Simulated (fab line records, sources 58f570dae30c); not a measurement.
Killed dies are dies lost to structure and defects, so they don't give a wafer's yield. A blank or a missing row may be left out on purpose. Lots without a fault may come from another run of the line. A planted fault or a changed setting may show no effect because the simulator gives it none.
One fault seen from 2 desks | flow berkeley_cmos170 | each desk has only its own numbers; what lay behind them comes last

THE METROLOGY DESK
What the gauges read, lot by lot, whatever tool the lot ran on: means of the sampled wafers that have a number. A lot is out of limits, marked OUT, if its mean lies more than 4 standard deviations from the usual mean; the brackets give that distance.
Columns: A = cd_nm at UCB170_M1_CD_MEAS_09, usual 700.2 nm; B = cd_nm at UCB170_M1_CD_MEAS_90, usual 700.4 nm; C = V2_TEOS_THK at UCB170_V2_THK_MEAS_01, usual 2002 nm
lot  | first seen here | A     | B     | C
L781 | day 8 05:01     | 699.6 | 698.6 | 1979
L780 | day 8 05:11     | 698.3 | 700.0 | 1993
L782 | day 8 18:09     | 701.0 | 700.1 | 1989
L783 | day 8 19:38     | 700.4 | 701.5 | 1987
L785 | day 9 03:56     | 700.2 | 701.8 | 1999
L786 | day 9 04:49     | 700.2 | 697.5 | 1981
L788 | day 10 02:49    | 701.0 | 701.8 | 2030
L789 | day 10 03:08    | 700.7 | 699.4 | 1999
L787 | day 10 04:33    | 699.1 | 697.6 | 2010
L791 | day 10 11:46    | 699.9 | 703.7 | 1999
L792 | day 10 13:21    | 699.7 | 702.2 | 2027
L793 | day 11 04:18    | 699.7 | 703.1 | 1974
L798 | day 12 00:00    | 699.0 | 700.9 | 2026
L802 | day 13 00:59    | 701.4 | 699.6 | 2013
L803 | day 13 07:08    | 701.2 | 705.1 | 2020
This desk's finding: nothing out of limits on any of the 15 lots.

THE TOOL OWNER'S DESK: plasma_asher-02
The tool's own readings at UCB170_CONTACT_STRIP_19 (strips in O2): means of the sampled wafers that have a number, for each lot that ran on this tool. A lot is out of limits, marked OUT, if its mean lies more than 4 standard deviations from the usual mean; the brackets give that distance.
Columns: A = drypump_motor_current_A at UCB170_CONTACT_STRIP_19, usual 5.58 A; B = oes_product_au at UCB170_CONTACT_STRIP_19, usual 0.726 a.u.
lot  | first seen here | A    | B
L781 | day 8 03:17     | 5.47 | 0.727
L783 | day 8 17:44     | 5.45 | 0.726
L785 | day 9 02:27     | 5.47 | 0.721
L786 | day 9 02:59     | 5.35 | 0.726
L788 | day 10 00:44    | 5.33 | 0.725
L787 | day 10 02:52    | 5.49 | 0.723
L791 | day 10 09:42    | 5.59 | 0.730
L792 | day 10 11:37    | 5.47 | 0.727
L793 | day 11 02:31    | 5.47 | 0.722
L803 | day 13 05:00    | 5.47 | 0.729
This desk's finding: nothing out of limits on any of the 10 lots.

PUT TOGETHER
The metrology desk saw nothing out of limits.
The tool owner's desk saw nothing out of limits.

WHAT THE SIMULATOR HAD PUT IN
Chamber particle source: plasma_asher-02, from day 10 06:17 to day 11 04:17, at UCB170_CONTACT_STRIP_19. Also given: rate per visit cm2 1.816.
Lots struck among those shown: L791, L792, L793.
